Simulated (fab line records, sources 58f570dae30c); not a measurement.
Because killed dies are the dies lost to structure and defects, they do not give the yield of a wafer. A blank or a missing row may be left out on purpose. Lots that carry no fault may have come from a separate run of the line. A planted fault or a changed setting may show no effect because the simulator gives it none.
One fault through the eyes of 2 desks :: flow berkeley_cmos170 :: every desk sees just its own numbers, and what lay behind them comes last

FROM THE METROLOGY DESK
What the gauges read, lot by lot, whatever tool the lot ran on: means of the sampled wafers that have a number. Any lot whose mean is over 4 standard deviations away from the usual mean is out of limits and marked OUT; that distance is given in the brackets.
Columns: A = M3_BOW at UCB170_M3_BOW_MEAS_20, usual 35 um
lot: L601
first seen here: day 8 21:01
A: 27

lot: L608
first seen here: day 10 02:26
A: 39

lot: L606
first seen here: day 10 07:27
A: 28

lot: L613
first seen here: day 11 15:59
A: 32

lot: L616
first seen here: day 12 19:16
A: 31

lot: L617
first seen here: day 12 20:26
A: 44

lot: L623
first seen here: day 14 05:09
A: 39

lot: L622
first seen here: day 14 08:30
A: 34

lot: L624
first seen here: day 14 18:51
A: 32

lot: L620
first seen here: day 14 19:08
A: 30

lot: L619
first seen here: day 14 19:38
A: 38

lot: L621
first seen here: day 14 20:19
A: 37
Result from this desk: across the 12 lots, nothing is out of limits.

DESK OF THE TOOL OWNER: implanter-01
The tool's own readings at UCB170_PSD_IMPLANT_08: means of the sampled wafers that have a number, for each lot that ran on this tool. Any lot whose mean is over 4 standard deviations away from the usual mean is out of limits and marked OUT; that distance is given in the brackets.
Columns: A = beam_energy_keV at UCB170_PSD_IMPLANT_08, usual 20.000; B = beam_on_s at UCB170_PSD_IMPLANT_08, usual 10.00 s
lot: L608
first seen here: day 9 04:16
A: 19.307 (-99 or more) OUT
B: 9.83

lot: L606
first seen here: day 9 04:27
A: 19.305 (-99 or more) OUT
B: 10.19

lot: L613
first seen here: day 10 14:38
A: 19.308 (-99 or more) OUT
B: 10.08

lot: L623
first seen here: day 13 03:58
A: 20.004
B: 9.91

lot: L619
first seen here: day 13 14:28
A: 19.999
B: 9.88
This desk's verdict: out of limits on L606, L608, L613, starting with L608 at day 9 04:16 (beam_energy_keV at UCB170_PSD_IMPLANT_08). Within limits: L623, L619.

ALL TOGETHER
On L606, L608, L613, at day 9 04:16, an alarm was possible from the tool owner's desk.
From the metrology desk's view, nothing was out of limits.
The metrology desk has L606, L608, L613 on record, within its limits.
The lots listed all ran UCB170_PSD_IMPLANT_08 on implanter-01.

WHAT THE SIMULATOR PUT IN
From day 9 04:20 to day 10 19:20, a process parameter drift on implanter-01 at UCB170_PSD_IMPLANT_08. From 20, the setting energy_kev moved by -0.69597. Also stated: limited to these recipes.
Struck lots among those shown: L606, L608, L613.
